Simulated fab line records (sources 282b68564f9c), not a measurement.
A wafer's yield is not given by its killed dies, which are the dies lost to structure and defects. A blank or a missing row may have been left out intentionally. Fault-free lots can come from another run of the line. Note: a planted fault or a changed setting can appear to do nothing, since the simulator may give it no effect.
Which tool did it?	flow rit-cmos	Sampling: 14 lots, 42 wafers, 3 of 202 route steps

== WHAT EACH GAUGE READ, for each wafer ==
RIT_PWELL_TW_MEAS_10.
lot	measured	on	PWELL_TW
L309	day 1 23:26	film-metro-03	954 955 955
L310	day 2 04:22	film-metro-01	963 969 965
L311	day 2 08:44	film-metro-03	948 949 944
L312	day 2 14:06	film-metro-01	966 966 967
L314	day 2 23:38	film-metro-01	966 960 959
L315	day 3 04:45	film-metro-01	957 955 964
L316	day 3 09:34	film-metro-02	951 943 945
L318	day 3 21:25	film-metro-01	959 963 959
L319	day 4 00:37	film-metro-01	1103 1102 1107
L320	day 4 06:51	film-metro-01	1108 1106 1106
L327	day 5 16:28	film-metro-02	944 946 947
L329	day 6 02:50	film-metro-01	962 963 961
L330	day 6 13:13	film-metro-03	948 948 948
L332	day 6 20:43	film-metro-01	961 962 963

RIT_WELLDRIVE_RS_MEAS_02: uses a four-point probe to measure.
lot	measured	on	PWELL_RS (ohm/sq)
L309	day 2 05:14	film-metro-03	429.4 429.4 429.0
L310	day 2 09:39	film-metro-03	429.1 428.7 429.3
L311	day 2 14:01	film-metro-03	428.3 429.9 430.5
L312	day 2 19:31	film-metro-01	427.9 428.7 427.7
L314	day 3 05:40	film-metro-03	432.8 432.0 431.9
L315	day 3 10:47	film-metro-03	428.8 429.1 429.9
L316	day 3 14:50	film-metro-01	431.1 432.3 430.0
L318	day 4 02:41	film-metro-01	427.3 427.6 427.8
L319	day 4 05:53	film-metro-01	329.0 329.4 329.6
L320	day 4 12:07	film-metro-01	328.8 328.4 327.9
L327	day 5 22:13	film-metro-03	428.3 429.5 428.3
L329	day 6 08:25	film-metro-03	429.1 428.4 430.7
L330	day 6 18:29	film-metro-03	430.0 431.0 431.5
L332	day 7 01:59	film-metro-02	428.9 427.9 428.8

== EACH LOT AND THE TOOL THAT RAN IT (in order: tool; ch and the chambers of the sampled wafers; start) ==
lot	RIT_PWELL_IMPLANT_08
L309	implanter-03 ch 0, day 1 23:08
L310	implanter-01 ch 0, day 2 04:04
L311	implanter-03 ch 0, day 2 08:26
L312	implanter-01 ch 0, day 2 13:47
L314	implanter-01 ch 0, day 2 23:18
L315	implanter-01 ch 0, day 3 04:28
L316	implanter-04 ch 0, day 3 09:14
L318	implanter-04 ch 0, day 3 21:07
L319	implanter-04 ch 0, day 4 00:19
L320	implanter-04 ch 0, day 4 06:32
L327	implanter-03 ch 0, day 5 16:08
L329	implanter-01 ch 0, day 6 02:34
L330	implanter-03 ch 0, day 6 12:53
L332	implanter-01 ch 0, day 6 20:23
- RIT_PWELL_IMPLANT_08

== WHAT THE TOOLS THEMSELVES READ (means of the sampled wafers that have a number; where no wafer has one, the mark that the record gives instead) ==
RIT_PWELL_IMPLANT_08.
lot	tool	dose-ions-cm2	faraday-current-uA
L309	implanter-03	7.018e+13	225
L310	implanter-01	7.000e+13	220
L311	implanter-03	6.993e+13	216
L312	implanter-01	7.003e+13	225
L314	implanter-01	7.006e+13	222
L315	implanter-01	7.002e+13	217
L316	implanter-04	6.995e+13	221
L318	implanter-04	6.996e+13	217
L319	implanter-04	1.075e+14	334
L320	implanter-04	1.075e+14	339
L327	implanter-03	7.006e+13	220
L329	implanter-01	6.997e+13	221
L330	implanter-03	7.001e+13	221
L332	implanter-01	7.000e+13	224

== THE ANSWER, worked out from the rows above alone ==
Rule: the usual values come from the lots themselves. The widest of any qualifying gaps counts: lots, ordered by their means at a reading, are off when they make up no more than a third of the lots, leave a main group of 4 or more, and stand apart from it by 3 or more times the standard deviation of that group's means. A main group whose means are all the same, to the digits that the tables above print for the reading, isn't used. Also off: a lot with no number at a reading for which 4 or more lots have one. Any other lot the step has rows for is counted as sound. First the gauges in route order, then the tools' own readings, where a lot's mean is used as printed above. The first step at which some lot is off is used, and at that step the reading that is off furthest; a lot without a number counts as furthest.
Off: at RIT_PWELL_TW_MEAS_10 (PWELL_TW), L319, L320. Mean 957 and standard deviation 7.5 in the main group.
A tool fits if, at a process step before that reading, it ran every lot that is off, and no sound lot after the first of them. The gauges at RIT_PWELL_TW_MEAS_10 aren't tried: what is off there is off at RIT_PWELL_IMPLANT_08 too, on other tools, and a gauge's error can't cause that. One fits: implanter-04 at RIT_PWELL_IMPLANT_08. Its last sound lot is L318 (day 3 21:07), its first lot that is off L319 (day 4 00:19): a fault that began between those two fits.
The tool's own readings at RIT_PWELL_IMPLANT_08 bear it out: on the lots that are off they differ by more than 5 times the standard deviation of the sound lots' means. dose-ions-cm2 reads 1.075e+14 there against 7.001e+13 on the sound lots; faraday-current-uA reads 336 there against 221 on the sound lots.

== WHAT HAD BEEN PUT IN BY THE SIMULATOR ==
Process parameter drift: implanter-04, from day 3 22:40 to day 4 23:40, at RIT_PWELL_IMPLANT_08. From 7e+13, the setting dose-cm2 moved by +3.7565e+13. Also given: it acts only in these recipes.
Shown lots that were struck: L319, L320. The rule above reached the same finding.
